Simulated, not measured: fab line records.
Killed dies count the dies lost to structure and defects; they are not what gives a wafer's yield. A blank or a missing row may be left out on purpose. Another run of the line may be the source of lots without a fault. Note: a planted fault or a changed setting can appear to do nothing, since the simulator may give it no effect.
Which tool did it? :: flow rit-cmos :: 42 wafers from 14 lots sampled at 2 of the route's 202 steps

WHAT THE GAUGES READ, wafer by wafer
The record lacks any reading of a measuring or inspecting step that a usual standard deviation could be used to judge.

WHAT TOOL EACH LOT RAN ON (gives the tool, then ch and the chambers of the sampled wafers, and finally the start)
lot: L818
RIT_M1_STRIP_14: plasma-asher-02 ch 0,1, day 3 08:01
RIT_M1_PROBE_99: prober-02, day 3 09:59

lot: L819
RIT_M1_STRIP_14: plasma-asher-02 ch 0,1, day 3 13:17
RIT_M1_PROBE_99: prober-01, day 3 16:00

lot: L820
RIT_M1_STRIP_14: plasma-asher-03 ch 0,1, day 3 18:25
RIT_M1_PROBE_99: prober-02, day 3 21:22

lot: L821
RIT_M1_STRIP_14: plasma-asher-02 ch 0,1, day 3 22:07
RIT_M1_PROBE_99: prober-01, day 4 00:02

lot: L823
RIT_M1_STRIP_14: plasma-asher-03 ch 0,1, day 4 11:22
RIT_M1_PROBE_99: prober-01, day 4 13:50

lot: L827
RIT_M1_STRIP_14: plasma-asher-01 ch 0,1, day 5 09:58
RIT_M1_PROBE_99: prober-01, day 5 14:07

lot: L828
RIT_M1_STRIP_14: plasma-asher-03 ch 0,1, day 5 11:52
RIT_M1_PROBE_99: prober-02, day 5 14:07

lot: L829
RIT_M1_STRIP_14: plasma-asher-03 ch 0,1, day 5 14:58
RIT_M1_PROBE_99: prober-01, day 5 19:07

lot: L830
RIT_M1_STRIP_14: plasma-asher-02 ch 0,1, day 5 20:00
RIT_M1_PROBE_99: prober-02, day 5 21:55

lot: L831
RIT_M1_STRIP_14: plasma-asher-01 ch 0,1, day 6 02:26
RIT_M1_PROBE_99: prober-01, day 6 04:39

lot: L832
RIT_M1_STRIP_14: plasma-asher-01 ch 0,1, day 6 11:58
RIT_M1_PROBE_99: prober-02, day 6 13:52

lot: L834
RIT_M1_STRIP_14: plasma-asher-02 ch 0,1, day 6 16:31
RIT_M1_PROBE_99: prober-02, day 6 18:25

lot: L835
RIT_M1_STRIP_14: plasma-asher-03 ch 0,1, day 6 22:22
RIT_M1_PROBE_99: prober-01, day 7 00:17

lot: L841
RIT_M1_STRIP_14: plasma-asher-03 ch 0,1, day 8 02:56
RIT_M1_PROBE_99: prober-01, day 8 04:52
- RIT_M1_STRIP_14: strips in O2, time 184.4 s.
- RIT_M1_PROBE_99

WHAT THE TOOLS THEMSELVES READ (means of the sampled wafers that have a number; where no wafer has one, the mark that the record gives instead)
RIT_M1_STRIP_14. Usual: chamber-pressure-mTorr 4000 mTorr, standard deviation 3.3; drypump-motor-current-A 5.8 A, standard deviation 0.51.
lot: L818
tool: plasma-asher-02
chamber-pressure-mTorr (mTorr): 4003
drypump-motor-current-A (A): 5.4
flag: 

lot: L819
tool: plasma-asher-02
chamber-pressure-mTorr (mTorr): 4000
drypump-motor-current-A (A): 5.4
flag: 

lot: L820
tool: plasma-asher-03
chamber-pressure-mTorr (mTorr): 3999
drypump-motor-current-A (A): 5.9
flag: 

lot: L821
tool: plasma-asher-02
chamber-pressure-mTorr (mTorr): 4003
drypump-motor-current-A (A): 5.0
flag: 

lot: L823
tool: plasma-asher-03
chamber-pressure-mTorr (mTorr): 4001
drypump-motor-current-A (A): 6.0
flag: 

lot: L827
tool: plasma-asher-01
chamber-pressure-mTorr (mTorr): 3997
drypump-motor-current-A (A): 6.2
flag: 

lot: L828
tool: plasma-asher-03
chamber-pressure-mTorr (mTorr): 4000
drypump-motor-current-A (A): 5.9
flag: 

lot: L829
tool: plasma-asher-03
chamber-pressure-mTorr (mTorr): 3999
drypump-motor-current-A (A): 5.9
flag: 

lot: L830
tool: plasma-asher-02
chamber-pressure-mTorr (mTorr): 3998
drypump-motor-current-A (A): 5.0
flag: 

lot: L831
tool: plasma-asher-01
chamber-pressure-mTorr (mTorr): 3998
drypump-motor-current-A (A): 6.2
flag: 

lot: L832
tool: plasma-asher-01
chamber-pressure-mTorr (mTorr): 4001
drypump-motor-current-A (A): 6.2
flag: 

lot: L834
tool: plasma-asher-02
chamber-pressure-mTorr (mTorr): -
drypump-motor-current-A (A): -
flag: OFF

lot: L835
tool: plasma-asher-03
chamber-pressure-mTorr (mTorr): -
drypump-motor-current-A (A): -
flag: OFF

lot: L841
tool: plasma-asher-03
chamber-pressure-mTorr (mTorr): 3999
drypump-motor-current-A (A): 5.9
flag: 

RIT_M1_PROBE_99. Usual: defect-limited-yield 97.4 %, standard deviation 1.2; killed-at-contacts 0.1, standard deviation 0.24; killed-at-front-end 7, standard deviation 3.1; killed-dies 7, standard deviation 3.1; killed-open 3.6, standard deviation 2.1; killed-short 3.2, standard deviation 2; sort_bin_3_pad_short 0.1 %, standard deviation 0.2; sort_bin_5_function 1.4 %, standard deviation 0.8; sort_bin_6_memory 1.0 %, standard deviation 0.72; sort-n-pass 257, standard deviation 3.1; sort-yield-pct 97.4 %, standard deviation 1.2.
lot: L818
tool: prober-02
defect-limited-yield (%): 97.0
killed-at-contacts: 0.0
killed-at-front-end: 8
killed-dies: 8
killed-open: 4.3
killed-short: 3.7
sort_bin_3_pad_short (%): 0.0
sort_bin_5_function (%): 1.8
sort_bin_6_memory (%): 1.3
sort-n-pass: 256
sort-yield-pct (%): 97.0
flag: 

lot: L819
tool: prober-01
defect-limited-yield (%): 96.4
killed-at-contacts: 0.0
killed-at-front-end: 9
killed-dies: 9
killed-open: 4.0
killed-short: 5.3
sort_bin_3_pad_short (%): 0.0
sort_bin_5_function (%): 1.9
sort_bin_6_memory (%): 1.6
sort-n-pass: 255
sort-yield-pct (%): 96.4
flag: 

lot: L820
tool: prober-02
defect-limited-yield (%): 97.8
killed-at-contacts: 0.0
killed-at-front-end: 6
killed-dies: 6
killed-open: 3.3
killed-short: 2.3
sort_bin_3_pad_short (%): 0.0
sort_bin_5_function (%): 1.7
sort_bin_6_memory (%): 0.5
sort-n-pass: 258
sort-yield-pct (%): 97.8
flag: 

lot: L821
tool: prober-01
defect-limited-yield (%): 97.1
killed-at-contacts: 0.0
killed-at-front-end: 8
killed-dies: 8
killed-open: 5.0
killed-short: 2.7
sort_bin_3_pad_short (%): 0.3
sort_bin_5_function (%): 1.8
sort_bin_6_memory (%): 0.9
sort-n-pass: 256
sort-yield-pct (%): 97.1
flag: 

lot: L823
tool: prober-01
defect-limited-yield (%): 98.5
killed-at-contacts: 0.0
killed-at-front-end: 4
killed-dies: 4
killed-open: 1.0
killed-short: 3.0
sort_bin_3_pad_short (%): 0.1
sort_bin_5_function (%): 1.0
sort_bin_6_memory (%): 0.4
sort-n-pass: 260
sort-yield-pct (%): 98.5
flag: 

lot: L827
tool: prober-01
defect-limited-yield (%): 97.1
killed-at-contacts: 0.3
killed-at-front-end: 7
killed-dies: 8
killed-open: 4.7
killed-short: 3.0
sort_bin_3_pad_short (%): 0.0
sort_bin_5_function (%): 1.6
sort_bin_6_memory (%): 1.3
sort-n-pass: 256
sort-yield-pct (%): 97.1
flag: 

lot: L828
tool: prober-02
defect-limited-yield (%): 97.2
killed-at-contacts: 0.0
killed-at-front-end: 7
killed-dies: 7
killed-open: 4.0
killed-short: 3.3
sort_bin_3_pad_short (%): 0.1
sort_bin_5_function (%): 1.1
sort_bin_6_memory (%): 1.5
sort-n-pass: 257
sort-yield-pct (%): 97.2
flag: 

lot: L829
tool: prober-01
defect-limited-yield (%): 97.2
killed-at-contacts: 0.0
killed-at-front-end: 7
killed-dies: 7
killed-open: 2.7
killed-short: 4.7
sort_bin_3_pad_short (%): 0.1
sort_bin_5_function (%): 2.0
sort_bin_6_memory (%): 0.6
sort-n-pass: 257
sort-yield-pct (%): 97.2
flag: 

lot: L830
tool: prober-02
defect-limited-yield (%): 97.7
killed-at-contacts: 0.0
killed-at-front-end: 6
killed-dies: 6
killed-open: 2.7
killed-short: 3.3
sort_bin_3_pad_short (%): 0.1
sort_bin_5_function (%): 1.6
sort_bin_6_memory (%): 0.5
sort-n-pass: 258
sort-yield-pct (%): 97.7
flag: 

lot: L831
tool: prober-01
defect-limited-yield (%): 98.0
killed-at-contacts: 0.0
killed-at-front-end: 5
killed-dies: 5
killed-open: 3.3
killed-short: 2.0
sort_bin_3_pad_short (%): 0.1
sort_bin_5_function (%): 1.1
sort_bin_6_memory (%): 0.8
sort-n-pass: 259
sort-yield-pct (%): 98.0
flag: 

lot: L832
tool: prober-02
defect-limited-yield (%): 96.2
killed-at-contacts: 0.0
killed-at-front-end: 10
killed-dies: 10
killed-open: 5.0
killed-short: 5.0
sort_bin_3_pad_short (%): 0.1
sort_bin_5_function (%): 1.9
sort_bin_6_memory (%): 1.8
sort-n-pass: 254
sort-yield-pct (%): 96.2
flag: 

lot: L834
tool: prober-02
defect-limited-yield (%): 98.2
killed-at-contacts: 0.0
killed-at-front-end: 5
killed-dies: 5
killed-open: 2.7
killed-short: 2.0
sort_bin_3_pad_short (%): 0.1
sort_bin_5_function (%): 1.0
sort_bin_6_memory (%): 0.7
sort-n-pass: 259
sort-yield-pct (%): 98.2
flag: 

lot: L835
tool: prober-01
defect-limited-yield (%): 98.0
killed-at-contacts: 0.0
killed-at-front-end: 5
killed-dies: 5
killed-open: 2.0
killed-short: 3.3
sort_bin_3_pad_short (%): 0.3
sort_bin_5_function (%): 1.3
sort_bin_6_memory (%): 0.5
sort-n-pass: 259
sort-yield-pct (%): 98.0
flag: 

lot: L841
tool: prober-01
defect-limited-yield (%): 96.0
killed-at-contacts: 0.0
killed-at-front-end: 11
killed-dies: 11
killed-open: 5.7
killed-short: 5.0
sort_bin_3_pad_short (%): 0.4
sort_bin_5_function (%): 1.9
sort_bin_6_memory (%): 1.8
sort-n-pass: 253
sort-yield-pct (%): 96.0
flag: 

THE ANSWER, worked out from the rows above alone
Rule: lot off if the mean of its wafers having a number is beyond 3 standard deviations from the usual mean. Also off: a lot with no number at a reading for which 4 or more lots have one. Any other lot the step has rows for is counted as sound. The gauges are gone through in route order, then the tools' own readings, and for those a lot's mean is taken as printed above. The first step at which some lot is off is used, and at that step the reading that is off furthest; a lot without a number counts as furthest.
Off at RIT_M1_STRIP_14 (chamber-pressure-mTorr): L834, L835. Without a number there: L834, L835.
A tool fits if, at that step or a process step before it, it ran every lot that is off, and no sound lot after the first of them. None of those tried fits.

WHAT WAS PUT IN BY THE SIMULATOR
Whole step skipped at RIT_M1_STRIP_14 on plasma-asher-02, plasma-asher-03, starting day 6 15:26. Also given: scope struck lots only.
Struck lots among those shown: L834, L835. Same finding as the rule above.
